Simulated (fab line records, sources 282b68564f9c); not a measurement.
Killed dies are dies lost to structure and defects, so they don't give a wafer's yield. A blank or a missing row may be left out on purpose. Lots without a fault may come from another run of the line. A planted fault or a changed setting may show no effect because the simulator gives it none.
Tool commonality check | flow rit_cmos | 15 lots, 45 wafers sampled

WHY IT WAS OPENED
At RIT_SDANNEAL_RS_MEAS_04 the reading PSD_RS is flagged on 3 of 15 lots. Wafers without a fault read 115.7 ohm/sq, standard deviation 0.33.
Rule: a lot is flagged when every wafer of it that has a number lies more than 4 standard deviations from that mean, or none has a number. The other lots count as sound.

lot  | measured    | on            | PSD_RS (ohm/sq), wafer by wafer | flag
L329 | day 3 02:07 | film_metro-03 | 115.4 115.8 115.9               |
L330 | day 3 05:28 | film_metro-01 | 115.4 115.3 115.5               |
L331 | day 3 12:40 | film_metro-03 | 115.3 115.0 115.0               |
L332 | day 3 15:59 | film_metro-01 | 115.1 115.7 115.2               |
L333 | day 3 21:36 | film_metro-02 | 115.8 116.2 115.8               |
L334 | day 4 02:10 | film_metro-01 | 116.2 116.1 115.8               |
L336 | day 4 15:05 | film_metro-03 | 115.5 115.2 115.6               |
L338 | day 5 00:40 | film_metro-01 | 116.1 115.5 115.5               |
L341 | day 5 22:25 | film_metro-03 | 115.8 115.7 115.2               |
L342 | day 6 08:01 | film_metro-03 | 115.7 115.4 115.5               |
L344 | day 6 13:35 | film_metro-01 | 97.6 97.6 97.5                  | FLAGGED
L345 | day 6 20:50 | film_metro-01 | 115.7 115.6 115.7               |
L346 | day 6 21:20 | film_metro-02 | 97.9 97.7 97.9                  | FLAGGED
L348 | day 7 09:39 | film_metro-02 | 97.4 97.6 97.3                  | FLAGGED
L351 | day 7 20:26 | film_metro-01 | 116.5 115.8 116.1               |
The numbers of the flagged lots are 97.6 ohm/sq on average: -18.1 ohm/sq against the usual, or -55 standard deviations.

WHICH TOOL RAN EACH LOT
The record holds 1 process step before the reading, out of a route of 202 steps. In each cell: the tool, then ch and the chambers that the sampled wafers went through, then the start.
lot  | flag    | RIT_SDANNEAL_RTA_03
L329 |         | rtp_anneal-01 ch 0, day 3 02:02
L330 |         | rtp_anneal-02 ch 0, day 3 05:23
L331 |         | rtp_anneal-01 ch 0, day 3 12:36
L332 |         | rtp_anneal-02 ch 0, day 3 15:56
L333 |         | rtp_anneal-01 ch 0, day 3 21:32
L334 |         | rtp_anneal-02 ch 0, day 4 02:06
L336 |         | rtp_anneal-02 ch 0, day 4 15:02
L338 |         | rtp_anneal-02 ch 0, day 5 00:35
L341 |         | rtp_anneal-01 ch 0, day 5 22:18
L342 |         | rtp_anneal-02 ch 0, day 6 07:56
L344 | FLAGGED | rtp_anneal-02 ch 0, day 6 13:32
L345 |         | rtp_anneal-01 ch 0, day 6 20:46
L346 | FLAGGED | rtp_anneal-02 ch 0, day 6 21:16
L348 | FLAGGED | rtp_anneal-02 ch 0, day 7 09:34
L351 |         | rtp_anneal-01 ch 0, day 7 20:22
What these steps do:
- RIT_SDANNEAL_RTA_03: time 5 s.
- RIT_SDANNEAL_RS_MEAS_04: measures by four-point-probe.

FLAGGED OVER TOTAL, TOOL BY TOOL (the gauges that took the reading come last)
step                    | tool          | lots run | flagged | share of the flagged lots | sound lots run after its first flagged lot
RIT_SDANNEAL_RTA_03     | rtp_anneal-01 | 6        | 0       | none                      | -
RIT_SDANNEAL_RTA_03     | rtp_anneal-02 | 9        | 3       | all                       | 0
RIT_SDANNEAL_RS_MEAS_04 | film_metro-01 | 7        | 1       | some                      | 2 (L345,L351)
RIT_SDANNEAL_RS_MEAS_04 | film_metro-02 | 3        | 2       | some                      | 0
RIT_SDANNEAL_RS_MEAS_04 | film_metro-03 | 5        | 0       | none                      | -

WHAT THE TABLE ALLOWS
1 row of the table ran every flagged lot: rtp_anneal-02 at RIT_SDANNEAL_RTA_03.
- rtp_anneal-02 at RIT_SDANNEAL_RTA_03: 3 of its 9 lots flagged. Its last sound lot is L342 (day 6 07:56), its first flagged lot L344 (day 6 13:32): a fault that began between those two fits.
One tool is left: rtp_anneal-02 at RIT_SDANNEAL_RTA_03.

WHAT THE SIMULATOR HAD PUT IN
Process parameter drift: rtp_anneal-02, from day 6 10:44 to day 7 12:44, at RIT_SDANNEAL_RTA_03. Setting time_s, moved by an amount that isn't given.
Lots struck among those shown: L344, L346, L348. The rule above found the same.
